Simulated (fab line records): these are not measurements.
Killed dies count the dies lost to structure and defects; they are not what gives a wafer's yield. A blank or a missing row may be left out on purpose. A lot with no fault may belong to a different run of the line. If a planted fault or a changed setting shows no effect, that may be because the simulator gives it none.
A struck lot beside a sound one	flow rit cmos	43 out of 202 route steps
Sound: wafers L922.1, L922.2, L922.5. Struck: wafers L931.1, L931.3. (L931.2 of the same lot was not struck and is left out.) The cause comes at the end.
For every step that has rows: the tool of each side, followed by ch and its chambers, followed by its first start. Under that, the readings that differ: sound wafers	struck wafers	difference of the means	sigmas: that difference in standard deviations of wafers without a fault.
alike: readings with means less than 2 such deviations apart, plus words and numbers identical on both sides. not compared: withheld readings, readings lacking a value on some wafer, bounds such as >300 that could conceal the same value, and numbers that have no deviation in the record and whose values overlap.
A row with sigmas, a row that says differs or no value, or rows on one side alone: a step with any of these is where the two part. Numbers that don't overlap but have no deviation are shown without sigmas and don't part them. A reading missing from all wafers of one side parts the sides only when that side holds two or more wafers.

first, 1 step without rows for these wafers: RIT_WELLDRIVE_ANNEAL_00 (time 14700 s).
RIT_WELLDRIVE_RS_MEAS_01: measurement is done with a four-point probe.
  sound on film metro-04, day 2 20:35; struck on film metro-01, day 5 02:53
  alike: NWELL_RS
RIT_WELLDRIVE_RS_MEAS_02: measurement is done with a four-point probe.
  sound on film metro-04, day 2 20:42; struck on film metro-01, day 5 03:00
  alike: PWELL_RS
then, 6 steps without rows for these wafers: RIT_NRETRO_HMDS_00 (prime time 60 s); RIT_NRETRO_COAT_01 (resist thk 1300 nm); RIT_NRETRO_SOFTBAKE_02 (time 60 s); RIT_NRETRO_EXPOSE_03 (exposes mask M4, target cd 43900 nm); RIT_NRETRO_PEB_04; RIT_NRETRO_DEVELOP_05 (develop time 68 s).
RIT_NRETRO_OVL_MEAS_06:
  sound on overlay-02, day 2 21:53; struck on overlay-02, day 5 04:00
  alike: NRETRO_OVL
then, 2 steps without rows for these wafers: RIT_NRETRO_HARDBAKE_07 (time 120 s); RIT_NRETRO_IMPLANT_08.
RIT_NRETRO_STRIP_09: strips in O2, time 180 s.
  sound on plasma asher-03 ch 0,1, day 2 22:19; struck on plasma asher-03 ch 0, day 5 04:26
  alike: drypump motor current A
  not compared: rf hours counter h
RIT_NRETRO_TW_MEAS_10:
  sound on film metro-01, day 2 22:29; struck on film metro-01, day 5 04:37
  alike: NRETRO_TW
then, 6 steps without rows for these wafers: RIT_PRETRO_HMDS_00 (prime time 60 s); RIT_PRETRO_COAT_01 (resist thk 1300 nm); RIT_PRETRO_SOFTBAKE_02 (time 60 s); RIT_PRETRO_EXPOSE_03 (exposes mask M5, target cd 43700 nm); RIT_PRETRO_PEB_04; RIT_PRETRO_DEVELOP_05 (develop time 68 s).
RIT_PRETRO_OVL_MEAS_06:
  sound on overlay-02, day 2 23:26; struck on overlay-02, day 5 05:42
  alike: PRETRO_OVL
then, 2 steps without rows for these wafers: RIT_PRETRO_HARDBAKE_07 (time 120 s); RIT_PRETRO_IMPLANT_08.
RIT_PRETRO_STRIP_09: strips in O2, time 180 s.
  sound on plasma asher-03 ch 0,1, day 2 23:52; struck on plasma asher-04 ch 0, day 5 06:08
  alike: drypump motor current A
  not compared: rf hours counter h
RIT_PRETRO_TW_MEAS_10:
  sound on film metro-03, day 3 00:02; struck on film metro-03, day 5 06:19
  alike: PRETRO_TW
then, 5 steps without rows for these wafers: RIT_GATE_WET_ETCH_00 (etches SiO2 in BOE, target depth 56 nm, time 60 s); RIT_GATE_CLEAN_01 (cleans in SC1, time 600 s); RIT_GATE_CLEAN_02 (cleans in dHF, time 30 s); RIT_GATE_CLEAN_03 (cleans in SC2, time 600 s); RIT_GATE_CLEAN_04 (cleans in dHF, time 60 s).
RIT_FOX2_THK_MEAS_91:
  sound on film metro-04, day 3 00:34; struck on film metro-02, day 5 06:47
reading	sound	struck	difference	sigmas
FIELD_OXIDE_LEFT_2_THK (nm)	266 263 263	245 246	-18	-2
then, 2 steps without rows for these wafers: RIT_GATE_OXIDATION_05 (target thk 3 nm, ox time 270 s); RIT_GATE_ANNEAL_06 (time 600 s).
RIT_GATE_THK_MEAS_07:
  sound on film metro-03, day 3 04:14; struck on film metro-02, day 5 11:23
  alike: GATE_OXIDE_THK
then, 1 step without rows for these wafers: RIT_GATE_CVD_08 (deposits poly-Si from SiH4, target thk 250 nm, time 2220 s).
RIT_GATE_THK_MEAS_09:
  sound on film metro-03, day 3 05:55; struck on film metro-02, day 5 13:03
  alike: GATE_POLY_THK
then, 6 steps without rows for these wafers: RIT_GATE_HMDS_10 (prime time 60 s); RIT_GATE_COAT_11 (resist thk 856 nm); RIT_GATE_SOFTBAKE_12 (time 60 s); RIT_GATE_EXPOSE_13 (exposes mask M6, target cd 150 nm); RIT_GATE_PEB_14; RIT_GATE_DEVELOP_15 (develop time 50 s).
RIT_M1_PROBE_99:
  sound on prober-01, day 4 04:17; struck on prober-02, day 6 11:43
reading	sound	struck	difference	sigmas
killed at front end	2 13 13	25 24	+15	+4
killed dies	2 13 13	25 24	+15	+4
killed on rim	2 4 5	9 12	+7	+5
  alike: killed open, killed short

## WHERE THEY PART
First at RIT_FOX2_THK_MEAS_91; last, within this record, at RIT_M1_PROBE_99.

WHY: whatever the simulator had introduced
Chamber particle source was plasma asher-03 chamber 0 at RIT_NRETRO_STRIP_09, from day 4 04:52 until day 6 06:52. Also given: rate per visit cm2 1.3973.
